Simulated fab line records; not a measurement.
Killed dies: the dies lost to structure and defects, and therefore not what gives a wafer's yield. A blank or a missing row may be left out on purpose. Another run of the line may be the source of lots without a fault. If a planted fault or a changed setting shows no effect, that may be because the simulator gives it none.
Which of the tools did it? || flow berkeley_cmos170 || 16 lots, 48 wafers sampled, at 6 steps of a route of 331

WHAT THE GAUGES READ, wafer by wafer
UCB170_PWELL_THK_MEAS_03. Usual: for PWELL_OXIDE_THK the level is 26.3 nm and the standard deviation is 0.62.
{"lot": "L936", "measured": "day 2 11:32", "on": "film_metro-02", "PWELL_OXIDE_THK (nm)": "27.7 27.5 27.4", "flag": ""}
{"lot": "L938", "measured": "day 3 01:43", "on": "film_metro-02", "PWELL_OXIDE_THK (nm)": "27.1 26.7 26.9", "flag": ""}
{"lot": "L939", "measured": "day 3 11:31", "on": "film_metro-04", "PWELL_OXIDE_THK (nm)": "26.0 25.4 25.3", "flag": ""}
{"lot": "L940", "measured": "day 3 11:31", "on": "film_metro-02", "PWELL_OXIDE_THK (nm)": "25.3 26.2 25.4", "flag": ""}
{"lot": "L941", "measured": "day 3 17:57", "on": "film_metro-02", "PWELL_OXIDE_THK (nm)": "27.2 26.8 27.1", "flag": ""}
{"lot": "L942", "measured": "day 4 02:20", "on": "film_metro-04", "PWELL_OXIDE_THK (nm)": "25.6 25.3 25.5", "flag": ""}
{"lot": "L945", "measured": "day 4 11:50", "on": "film_metro-01", "PWELL_OXIDE_THK (nm)": "27.1 26.9 26.8", "flag": ""}
{"lot": "L948", "measured": "day 5 04:31", "on": "film_metro-01", "PWELL_OXIDE_THK (nm)": "26.6 26.9 27.2", "flag": ""}
{"lot": "L950", "measured": "day 5 13:07", "on": "film_metro-02", "PWELL_OXIDE_THK (nm)": "26.4 26.6 26.4", "flag": ""}
{"lot": "L949", "measured": "day 5 13:07", "on": "film_metro-01", "PWELL_OXIDE_THK (nm)": "25.8 25.7 25.9", "flag": ""}
{"lot": "L951", "measured": "day 5 17:32", "on": "film_metro-01", "PWELL_OXIDE_THK (nm)": "26.2 25.7 25.6", "flag": ""}
{"lot": "L952", "measured": "day 5 21:43", "on": "film_metro-01", "PWELL_OXIDE_THK (nm)": "26.1 26.2 26.2", "flag": ""}
{"lot": "L956", "measured": "day 6 20:40", "on": "film_metro-02", "PWELL_OXIDE_THK (nm)": "26.4 26.2 26.3", "flag": ""}
{"lot": "L957", "measured": "day 7 02:50", "on": "film_metro-01", "PWELL_OXIDE_THK (nm)": "26.5 26.2 26.2", "flag": ""}
{"lot": "L958", "measured": "day 7 06:43", "on": "film_metro-02", "PWELL_OXIDE_THK (nm)": "26.0 25.9 26.2", "flag": ""}
{"lot": "L959", "measured": "day 7 15:08", "on": "film_metro-02", "PWELL_OXIDE_THK (nm)": "26.8 27.1 27.1", "flag": ""}

UCB170_NSD_CD_MEAS_06 targets a cd of 1200 nm. Usual: cd_nm reads 1199.7 nm (standard deviation 1.5).
{"lot": "L936", "measured": "day 6 04:26", "on": "cd_sem-02", "cd_nm (nm)": "1199.7 1200.2 1199.8", "flag": ""}
{"lot": "L938", "measured": "day 7 05:08", "on": "cd_sem-01", "cd_nm (nm)": "1197.7 1197.5 1197.4", "flag": ""}
{"lot": "L939", "measured": "day 7 04:27", "on": "cd_sem-02", "cd_nm (nm)": "1200.5 1202.1 1199.4", "flag": ""}
{"lot": "L940", "measured": "day 7 05:07", "on": "cd_sem-02", "cd_nm (nm)": "1198.6 1199.1 1198.2", "flag": ""}
{"lot": "L941", "measured": "day 7 15:55", "on": "cd_sem-02", "cd_nm (nm)": "1201.0 1200.7 1201.5", "flag": ""}
{"lot": "L942", "measured": "day 8 05:05", "on": "cd_sem-01", "cd_nm (nm)": "1196.6 1198.3 1198.6", "flag": ""}
{"lot": "L945", "measured": "day 8 13:40", "on": "cd_sem-02", "cd_nm (nm)": "1201.5 1199.4 1199.9", "flag": ""}
{"lot": "L948", "measured": "day 9 18:53", "on": "cd_sem-02", "cd_nm (nm)": "1199.9 1198.5 1199.4", "flag": ""}
{"lot": "L950", "measured": "day 10 05:44", "on": "cd_sem-02", "cd_nm (nm)": "1201.1 1200.2 1200.8", "flag": ""}
{"lot": "L949", "measured": "day 10 05:53", "on": "cd_sem-01", "cd_nm (nm)": "1201.6 1201.3 1200.5", "flag": ""}
{"lot": "L951", "measured": "day 10 06:17", "on": "cd_sem-02", "cd_nm (nm)": "1202.2 1201.7 1200.7", "flag": ""}
{"lot": "L952", "measured": "day 10 06:00", "on": "cd_sem-02", "cd_nm (nm)": "1197.9 1198.7 1197.5", "flag": ""}
{"lot": "L956", "measured": "day 11 07:51", "on": "cd_sem-02", "cd_nm (nm)": "1201.0 1201.5 1200.9", "flag": ""}
{"lot": "L957", "measured": "day 11 08:19", "on": "cd_sem-02", "cd_nm (nm)": "1200.2 1200.4 1199.1", "flag": ""}
{"lot": "L958", "measured": "day 11 08:44", "on": "cd_sem-01", "cd_nm (nm)": "1197.9 1199.0 1198.1", "flag": ""}
{"lot": "L959", "measured": "day 12 02:10", "on": "cd_sem-01", "cd_nm (nm)": "1199.7 1199.7 1201.7", "flag": ""}

UCB170_SDANNEAL_RS_MEAS_04: measures by four-point-probe. Usual: for PLDD_RS the level is 1030.5 ohm/sq and the standard deviation is 2.4.
{"lot": "L936", "measured": "day 6 06:26", "on": "film_metro-04", "PLDD_RS (ohm/sq)": "1030.8 1033.6 1034.4", "flag": ""}
{"lot": "L938", "measured": "day 7 07:06", "on": "film_metro-04", "PLDD_RS (ohm/sq)": "1031.9 1033.3 1030.1", "flag": ""}
{"lot": "L939", "measured": "day 7 06:19", "on": "film_metro-04", "PLDD_RS (ohm/sq)": "1030.5 1029.9 1028.6", "flag": ""}
{"lot": "L940", "measured": "day 7 06:50", "on": "film_metro-03", "PLDD_RS (ohm/sq)": "1029.3 1032.0 1028.6", "flag": ""}
{"lot": "L941", "measured": "day 7 17:43", "on": "film_metro-04", "PLDD_RS (ohm/sq)": "1031.0 1032.5 1033.9", "flag": ""}
{"lot": "L942", "measured": "day 8 06:49", "on": "film_metro-03", "PLDD_RS (ohm/sq)": "1026.1 1028.8 1030.6", "flag": ""}
{"lot": "L945", "measured": "day 8 15:24", "on": "film_metro-01", "PLDD_RS (ohm/sq)": "1034.8 1033.7 1030.6", "flag": ""}
{"lot": "L948", "measured": "day 9 20:49", "on": "film_metro-04", "PLDD_RS (ohm/sq)": "1031.7 1032.1 1033.4", "flag": ""}
{"lot": "L950", "measured": "day 10 09:52", "on": "film_metro-03", "PLDD_RS (ohm/sq)": "899.9 900.4 897.4", "flag": "OFF"}
{"lot": "L949", "measured": "day 10 10:01", "on": "film_metro-04", "PLDD_RS (ohm/sq)": "901.5 898.8 899.7", "flag": "OFF"}
{"lot": "L951", "measured": "day 10 10:21", "on": "film_metro-01", "PLDD_RS (ohm/sq)": "900.2 900.5 900.1", "flag": "OFF"}
{"lot": "L952", "measured": "day 10 09:52", "on": "film_metro-01", "PLDD_RS (ohm/sq)": "901.5 899.5 898.1", "flag": "OFF"}
{"lot": "L956", "measured": "day 11 10:04", "on": "film_metro-03", "PLDD_RS (ohm/sq)": "1031.7 1030.9 1027.7", "flag": ""}
{"lot": "L957", "measured": "day 11 10:25", "on": "film_metro-04", "PLDD_RS (ohm/sq)": "1029.8 1029.8 1031.1", "flag": ""}
{"lot": "L958", "measured": "day 11 11:06", "on": "film_metro-03", "PLDD_RS (ohm/sq)": "1029.2 1029.6 1028.1", "flag": ""}
{"lot": "L959", "measured": "day 12 05:20", "on": "film_metro-04", "PLDD_RS (ohm/sq)": "1030.0 1028.8 1026.6", "flag": ""}

UCB170_SDANNEAL_RS_MEAS_05: measures by four-point-probe. Usual: for NLDD_RS the level is 618.9 ohm/sq and the standard deviation is 1.3.
{"lot": "L936", "measured": "day 6 06:34", "on": "film_metro-04", "NLDD_RS (ohm/sq)": "620.0 619.5 617.1", "flag": ""}
{"lot": "L938", "measured": "day 7 07:13", "on": "film_metro-04", "NLDD_RS (ohm/sq)": "616.5 617.1 617.7", "flag": ""}
{"lot": "L939", "measured": "day 7 06:26", "on": "film_metro-04", "NLDD_RS (ohm/sq)": "617.1 619.3 616.5", "flag": ""}
{"lot": "L940", "measured": "day 7 06:58", "on": "film_metro-03", "NLDD_RS (ohm/sq)": "619.2 621.2 619.1", "flag": ""}
{"lot": "L941", "measured": "day 7 17:50", "on": "film_metro-04", "NLDD_RS (ohm/sq)": "620.2 618.2 618.4", "flag": ""}
{"lot": "L942", "measured": "day 8 06:56", "on": "film_metro-03", "NLDD_RS (ohm/sq)": "619.1 618.3 617.3", "flag": ""}
{"lot": "L945", "measured": "day 8 15:31", "on": "film_metro-01", "NLDD_RS (ohm/sq)": "618.7 618.3 618.6", "flag": ""}
{"lot": "L948", "measured": "day 9 20:56", "on": "film_metro-04", "NLDD_RS (ohm/sq)": "618.3 617.7 617.0", "flag": ""}
{"lot": "L950", "measured": "day 10 09:59", "on": "film_metro-03", "NLDD_RS (ohm/sq)": "600.6 601.8 601.7", "flag": "OFF"}
{"lot": "L949", "measured": "day 10 10:08", "on": "film_metro-04", "NLDD_RS (ohm/sq)": "599.8 602.3 601.8", "flag": "OFF"}
{"lot": "L951", "measured": "day 10 10:28", "on": "film_metro-01", "NLDD_RS (ohm/sq)": "603.0 601.2 604.4", "flag": "OFF"}
{"lot": "L952", "measured": "day 10 09:59", "on": "film_metro-01", "NLDD_RS (ohm/sq)": "601.4 600.9 602.0", "flag": "OFF"}
{"lot": "L956", "measured": "day 11 10:11", "on": "film_metro-03", "NLDD_RS (ohm/sq)": "618.2 619.7 619.3", "flag": ""}
{"lot": "L957", "measured": "day 11 10:32", "on": "film_metro-04", "NLDD_RS (ohm/sq)": "617.7 619.4 618.1", "flag": ""}
{"lot": "L958", "measured": "day 11 11:13", "on": "film_metro-03", "NLDD_RS (ohm/sq)": "620.0 618.9 621.0", "flag": ""}
{"lot": "L959", "measured": "day 12 05:27", "on": "film_metro-04", "NLDD_RS (ohm/sq)": "619.0 618.5 620.3", "flag": ""}

WHAT TOOL EACH LOT RAN ON (gives the tool, then ch and the chambers of the sampled wafers, and finally the start)
{"lot": "L936", "UCB170_PVT_STRIP_08": "plasma_asher-04 ch 0,1, day 5 05:43", "UCB170_SPACER_ANNEAL_02": "furnace-04 ch 0, day 6 00:03"}
{"lot": "L938", "UCB170_PVT_STRIP_08": "plasma_asher-04 ch 0,1, day 6 03:27", "UCB170_SPACER_ANNEAL_02": "furnace-04 ch 0, day 7 00:13"}
{"lot": "L939", "UCB170_PVT_STRIP_08": "plasma_asher-03 ch 0,1, day 6 03:04", "UCB170_SPACER_ANNEAL_02": "furnace-04 ch 0, day 7 00:13"}
{"lot": "L940", "UCB170_PVT_STRIP_08": "plasma_asher-02 ch 0,1, day 6 03:44", "UCB170_SPACER_ANNEAL_02": "furnace-04 ch 0, day 7 00:13"}
{"lot": "L941", "UCB170_PVT_STRIP_08": "plasma_asher-02 ch 0,1, day 6 13:40", "UCB170_SPACER_ANNEAL_02": "furnace-04 ch 0, day 7 10:24"}
{"lot": "L942", "UCB170_PVT_STRIP_08": "plasma_asher-04 ch 0,1, day 6 22:54", "UCB170_SPACER_ANNEAL_02": "furnace-03 ch 0, day 7 22:02"}
{"lot": "L945", "UCB170_PVT_STRIP_08": "plasma_asher-04 ch 0,1, day 7 07:01", "UCB170_SPACER_ANNEAL_02": "furnace-03 ch 0, day 8 07:32"}
{"lot": "L948", "UCB170_PVT_STRIP_08": "plasma_asher-03 ch 0,1, day 8 07:29", "UCB170_SPACER_ANNEAL_02": "furnace-03 ch 0, day 9 14:32"}
{"lot": "L950", "UCB170_PVT_STRIP_08": "plasma_asher-02 ch 0,1, day 8 13:16", "UCB170_SPACER_ANNEAL_02": "furnace-04 ch 0, day 9 22:49"}
{"lot": "L949", "UCB170_PVT_STRIP_08": "plasma_asher-04 ch 0,1, day 8 13:16", "UCB170_SPACER_ANNEAL_02": "furnace-04 ch 0, day 9 22:49"}
{"lot": "L951", "UCB170_PVT_STRIP_08": "plasma_asher-04 ch 0,1, day 9 02:16", "UCB170_SPACER_ANNEAL_02": "furnace-04 ch 0, day 9 22:49"}
{"lot": "L952", "UCB170_PVT_STRIP_08": "plasma_asher-03 ch 0,1, day 9 01:50", "UCB170_SPACER_ANNEAL_02": "furnace-04 ch 0, day 9 22:49"}
{"lot": "L956", "UCB170_PVT_STRIP_08": "plasma_asher-03 ch 0,1, day 10 07:03", "UCB170_SPACER_ANNEAL_02": "furnace-01 ch 0, day 11 02:39"}
{"lot": "L957", "UCB170_PVT_STRIP_08": "plasma_asher-02 ch 0,1, day 10 10:26", "UCB170_SPACER_ANNEAL_02": "furnace-01 ch 0, day 11 02:39"}
{"lot": "L958", "UCB170_PVT_STRIP_08": "plasma_asher-04 ch 0,1, day 10 10:48", "UCB170_SPACER_ANNEAL_02": "furnace-01 ch 0, day 11 02:39"}
{"lot": "L959", "UCB170_PVT_STRIP_08": "plasma_asher-03 ch 0, day 11 00:19", "UCB170_SPACER_ANNEAL_02": "furnace-03 ch 0, day 11 21:17"}
- UCB170_PVT_STRIP_08: strips in O2.
- UCB170_SPACER_ANNEAL_02: time 1800 s.

WHAT THE TOOLS THEMSELVES READ (means of the sampled wafers that have a number; where no wafer has one, the mark that the record gives instead)
UCB170_PVT_STRIP_08. Usual: drypump_motor_current_A 5.9 A, standard deviation 0.46; oes_product_au 0.734 a.u., standard deviation 0.0046; strip_time_to_endpoint_s 21.65 s, standard deviation 0.055.
{"lot": "L936", "tool": "plasma_asher-04", "drypump_motor_current_A (A)": 5.9, "oes_product_au (a.u.)": 0.738, "strip_time_to_endpoint_s (s)": 21.70, "flag": ""}
{"lot": "L938", "tool": "plasma_asher-04", "drypump_motor_current_A (A)": 5.9, "oes_product_au (a.u.)": 0.738, "strip_time_to_endpoint_s (s)": 21.68, "flag": ""}
{"lot": "L939", "tool": "plasma_asher-03", "drypump_motor_current_A (A)": 6.0, "oes_product_au (a.u.)": 0.733, "strip_time_to_endpoint_s (s)": 21.68, "flag": ""}
{"lot": "L940", "tool": "plasma_asher-02", "drypump_motor_current_A (A)": 5.3, "oes_product_au (a.u.)": 0.738, "strip_time_to_endpoint_s (s)": 21.60, "flag": ""}
{"lot": "L941", "tool": "plasma_asher-02", "drypump_motor_current_A (A)": 5.3, "oes_product_au (a.u.)": 0.734, "strip_time_to_endpoint_s (s)": 21.61, "flag": ""}
{"lot": "L942", "tool": "plasma_asher-04", "drypump_motor_current_A (A)": 6.3, "oes_product_au (a.u.)": 0.732, "strip_time_to_endpoint_s (s)": 21.65, "flag": ""}
{"lot": "L945", "tool": "plasma_asher-04", "drypump_motor_current_A (A)": 6.3, "oes_product_au (a.u.)": 0.737, "strip_time_to_endpoint_s (s)": 21.71, "flag": ""}
{"lot": "L948", "tool": "plasma_asher-03", "drypump_motor_current_A (A)": 6.1, "oes_product_au (a.u.)": 0.733, "strip_time_to_endpoint_s (s)": 21.71, "flag": ""}
{"lot": "L950", "tool": "plasma_asher-02", "drypump_motor_current_A (A)": 5.3, "oes_product_au (a.u.)": 0.737, "strip_time_to_endpoint_s (s)": 21.56, "flag": ""}
{"lot": "L949", "tool": "plasma_asher-04", "drypump_motor_current_A (A)": 6.2, "oes_product_au (a.u.)": 0.734, "strip_time_to_endpoint_s (s)": 21.58, "flag": ""}
{"lot": "L951", "tool": "plasma_asher-04", "drypump_motor_current_A (A)": 5.9, "oes_product_au (a.u.)": 0.733, "strip_time_to_endpoint_s (s)": 21.65, "flag": ""}
{"lot": "L952", "tool": "plasma_asher-03", "drypump_motor_current_A (A)": 6.1, "oes_product_au (a.u.)": 0.732, "strip_time_to_endpoint_s (s)": 21.62, "flag": ""}
{"lot": "L956", "tool": "plasma_asher-03", "drypump_motor_current_A (A)": 6.1, "oes_product_au (a.u.)": 0.730, "strip_time_to_endpoint_s (s)": 21.68, "flag": ""}
{"lot": "L957", "tool": "plasma_asher-02", "drypump_motor_current_A (A)": 5.3, "oes_product_au (a.u.)": 0.733, "strip_time_to_endpoint_s (s)": 21.65, "flag": ""}
{"lot": "L958", "tool": "plasma_asher-04", "drypump_motor_current_A (A)": 6.3, "oes_product_au (a.u.)": 0.735, "strip_time_to_endpoint_s (s)": 21.66, "flag": ""}
{"lot": "L959", "tool": "plasma_asher-03", "drypump_motor_current_A (A)": 6.2, "oes_product_au (a.u.)": 0.730, "strip_time_to_endpoint_s (s)": 21.69, "flag": ""}

UCB170_SPACER_ANNEAL_02. Usual: for spike_tc_centre_C, 901.4 C with a standard deviation of 1.5; for spike_tc_load_C, 924.7 C with a standard deviation of 1.8; for spike_tc_source_C, 922.3 C with a standard deviation of 2; for tube_center_temp_C, 900 C with a standard deviation of 0.082; for tube_center_temp_C_max, 902.3 with a standard deviation of 0.37; for zone_power_centre_pct, 44 % with a standard deviation of 3.8; for zone_power_source_pct, 25.3 % with a standard deviation of 0.95.
{"lot": "L936", "tool": "furnace-04", "spike_tc_centre_C (C)": 900.6, "spike_tc_load_C (C)": 926.3, "spike_tc_source_C (C)": 922.0, "tube_center_temp_C (C)": 900, "tube_center_temp_C_max": 902.3, "zone_power_centre_pct (%)": 40, "zone_power_source_pct (%)": 24.8, "flag": ""}
{"lot": "L938", "tool": "furnace-04", "spike_tc_centre_C (C)": 900.4, "spike_tc_load_C (C)": 926.3, "spike_tc_source_C (C)": 923.3, "tube_center_temp_C (C)": 900, "tube_center_temp_C_max": 902.8, "zone_power_centre_pct (%)": 41, "zone_power_source_pct (%)": 24.9, "flag": ""}
{"lot": "L939", "tool": "furnace-04", "spike_tc_centre_C (C)": 899.9, "spike_tc_load_C (C)": 927.2, "spike_tc_source_C (C)": 924.8, "tube_center_temp_C (C)": 900, "tube_center_temp_C_max": 902.6, "zone_power_centre_pct (%)": 40, "zone_power_source_pct (%)": 24.8, "flag": ""}
{"lot": "L940", "tool": "furnace-04", "spike_tc_centre_C (C)": 899.6, "spike_tc_load_C (C)": 926.1, "spike_tc_source_C (C)": 923.7, "tube_center_temp_C (C)": 900, "tube_center_temp_C_max": 902.3, "zone_power_centre_pct (%)": 40, "zone_power_source_pct (%)": 25.0, "flag": ""}
{"lot": "L941", "tool": "furnace-04", "spike_tc_centre_C (C)": 900.7, "spike_tc_load_C (C)": 926.2, "spike_tc_source_C (C)": 923.2, "tube_center_temp_C (C)": 900, "tube_center_temp_C_max": 902.1, "zone_power_centre_pct (%)": 40, "zone_power_source_pct (%)": 24.7, "flag": ""}
{"lot": "L942", "tool": "furnace-03", "spike_tc_centre_C (C)": 904.1, "spike_tc_load_C (C)": 922.8, "spike_tc_source_C (C)": 923.5, "tube_center_temp_C (C)": 900, "tube_center_temp_C_max": 902.3, "zone_power_centre_pct (%)": 47, "zone_power_source_pct (%)": 24.7, "flag": ""}
{"lot": "L945", "tool": "furnace-03", "spike_tc_centre_C (C)": 903.6, "spike_tc_load_C (C)": 922.6, "spike_tc_source_C (C)": 923.5, "tube_center_temp_C (C)": 900, "tube_center_temp_C_max": 902.0, "zone_power_centre_pct (%)": 47, "zone_power_source_pct (%)": 24.8, "flag": ""}
{"lot": "L948", "tool": "furnace-03", "spike_tc_centre_C (C)": 903.1, "spike_tc_load_C (C)": 923.2, "spike_tc_source_C (C)": 923.2, "tube_center_temp_C (C)": 900, "tube_center_temp_C_max": 902.3, "zone_power_centre_pct (%)": 47, "zone_power_source_pct (%)": 25.0, "flag": ""}
{"lot": "L950", "tool": "furnace-04", "spike_tc_centre_C (C)": 950.5, "spike_tc_load_C (C)": 976.6, "spike_tc_source_C (C)": 973.8, "tube_center_temp_C (C)": 950, "tube_center_temp_C_max": 952.9, "zone_power_centre_pct (%)": 44, "zone_power_source_pct (%)": 28.3, "flag": "OFF"}
{"lot": "L949", "tool": "furnace-04", "spike_tc_centre_C (C)": 950.4, "spike_tc_load_C (C)": 977.2, "spike_tc_source_C (C)": 972.5, "tube_center_temp_C (C)": 950, "tube_center_temp_C_max": 952.3, "zone_power_centre_pct (%)": 43, "zone_power_source_pct (%)": 28.2, "flag": "OFF"}
{"lot": "L951", "tool": "furnace-04", "spike_tc_centre_C (C)": 950.4, "spike_tc_load_C (C)": 976.6, "spike_tc_source_C (C)": 974.0, "tube_center_temp_C (C)": 950, "tube_center_temp_C_max": 951.9, "zone_power_centre_pct (%)": 43, "zone_power_source_pct (%)": 28.4, "flag": "OFF"}
{"lot": "L952", "tool": "furnace-04", "spike_tc_centre_C (C)": 949.9, "spike_tc_load_C (C)": 975.4, "spike_tc_source_C (C)": 975.2, "tube_center_temp_C (C)": 950, "tube_center_temp_C_max": 952.3, "zone_power_centre_pct (%)": 43, "zone_power_source_pct (%)": 28.5, "flag": "OFF"}
{"lot": "L956", "tool": "furnace-01", "spike_tc_centre_C (C)": 901.4, "spike_tc_load_C (C)": 923.3, "spike_tc_source_C (C)": 918.1, "tube_center_temp_C (C)": 900, "tube_center_temp_C_max": 902.1, "zone_power_centre_pct (%)": 49, "zone_power_source_pct (%)": 26.7, "flag": ""}
{"lot": "L957", "tool": "furnace-01", "spike_tc_centre_C (C)": 902.5, "spike_tc_load_C (C)": 923.1, "spike_tc_source_C (C)": 919.3, "tube_center_temp_C (C)": 900, "tube_center_temp_C_max": 901.9, "zone_power_centre_pct (%)": 49, "zone_power_source_pct (%)": 27.1, "flag": ""}
{"lot": "L958", "tool": "furnace-01", "spike_tc_centre_C (C)": 901.4, "spike_tc_load_C (C)": 922.8, "spike_tc_source_C (C)": 919.2, "tube_center_temp_C (C)": 900, "tube_center_temp_C_max": 902.4, "zone_power_centre_pct (%)": 50, "zone_power_source_pct (%)": 27.3, "flag": ""}
{"lot": "L959", "tool": "furnace-03", "spike_tc_centre_C (C)": 903.4, "spike_tc_load_C (C)": 923.3, "spike_tc_source_C (C)": 922.4, "tube_center_temp_C (C)": 900, "tube_center_temp_C_max": 902.3, "zone_power_centre_pct (%)": 47, "zone_power_source_pct (%)": 24.7, "flag": ""}

THE ANSWER, worked out from the rows above alone
Rule: a lot is off if the mean of its wafers that have a number lies more than 3 standard deviations from the usual mean. Also off: a lot with no number at a reading for which 4 or more lots have one. The other lots that the step has rows for count as sound. The gauges are gone through in route order, then the tools' own readings, and for those a lot's mean is taken as printed above. The first step at which some lot is off is used, and at that step the reading that is off furthest; a lot without a number counts as furthest.
Off: L950, L949, L951, L952, at UCB170_SDANNEAL_RS_MEAS_04 (PLDD_RS).
A tool fits if, at a process step before that reading, it ran every lot that is off, and no sound lot after the first of them. The gauges at UCB170_SDANNEAL_RS_MEAS_04 aren't tried: what is off there is off at UCB170_SPACER_ANNEAL_02 too, on other tools, and a gauge's error can't cause that. One fits: furnace-04 at UCB170_SPACER_ANNEAL_02. Its last sound lot is L941 (day 7 10:24), its first lot that is off L949 (day 9 22:49): a fault that began between those two fits.
The tool's own readings at UCB170_SPACER_ANNEAL_02 bear it out: on the lots that are off they differ by more than 5 times the standard deviation of the sound lots' means. spike_tc_centre_C reads 950.3 C there against 901.7 C on the sound lots; spike_tc_load_C reads 976.5 C there against 924.4 C on the sound lots; spike_tc_source_C reads 973.9 C there against 922.2 C on the sound lots; tube_center_temp_C reads 950 C there against 900 C on the sound lots; tube_center_temp_C_max reads 952.3 there against 902.3 on the sound lots.

WHAT THE SIMULATOR HAD INSERTED
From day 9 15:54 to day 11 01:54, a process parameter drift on furnace-04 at UCB170_SPACER_ANNEAL_02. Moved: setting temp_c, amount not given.
Lots struck among those shown: L950, L949, L951, L952. This agrees with what the rule above found.
